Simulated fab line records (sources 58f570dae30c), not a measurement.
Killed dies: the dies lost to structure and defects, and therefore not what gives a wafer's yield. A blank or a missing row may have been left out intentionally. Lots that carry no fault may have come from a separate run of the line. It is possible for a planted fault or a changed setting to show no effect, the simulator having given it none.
Matching of chambers | flow berkeleyCmos170 | UCB170_NWELL_ETCH_13 on rieDiel-03 has 4 sister chambers
The step etches Si3N4 in CH3F/Ar/O2, stops on SiO2, target depth 246.4 nm, time 154 s. 8 wafers are shown with their chamber, then 8 later ones without.

== EACH WAFER AND ITS CHAMBER ==
wafer  | chamber | drypumpMotorCurrentA (A) | throttleValvePct (%)
L074.6 | 1       | 5.45                     | 8.01
L076.6 | 1       | 5.47                     | 7.99
L082.1 | 2       | 5.76                     | 8.00
L082.4 | 0       | 6.07                     | 8.17
L088.2 | 2       | 5.73                     | 8.00
L088.4 | 0       | 6.06                     | 8.16
L088.6 | 3       | 5.37                     | 8.33
L091.2 | 3       | 5.37                     | 8.31

== WAFERS WHOSE CHAMBER IS MISSING ==
wafer  | drypumpMotorCurrentA (A) | throttleValvePct (%)
L091.3 | 6.03                     | 8.18
L091.5 | 5.75                     | 8.00
L096.2 | 5.72                     | 7.99
L096.3 | 5.33                     | 8.32
L096.5 | 5.35                     | 8.32
L097.1 | 6.05                     | 8.18
L097.2 | 5.75                     | 8.00
L097.6 | 5.36                     | 8.34

== WHICH CHAMBER EACH ONE RAN IN ==
wafer  | from the rows above | in truth
L091.3 | 0                   | 0
L091.5 | 2                   | 2
L096.2 | 2                   | 2
L096.3 | 3                   | 3
L096.5 | 3                   | 3
L097.1 | 0                   | 0
L097.2 | 2                   | 2
L097.6 | 3                   | 3
Correct placement for 8 of the 8. Not placeable from these rows: 0. 0 placed wrongly.
How it was worked out, from the rows above alone: a wafer's distance from a chamber is the root of the sum, over the readings, of the square of ((its reading less the chamber's mean) divided by the reading's scatter). If the next closest chamber is less than 2 further off than the closest, the wafer can't be placed; otherwise it belongs to the closest. A chamber's mean is the mean of its shown wafers. The scatter is the square root of a quotient: the sum, over the shown wafers, of each reading's squared deviation from its chamber's mean, divided by wafers minus chambers.
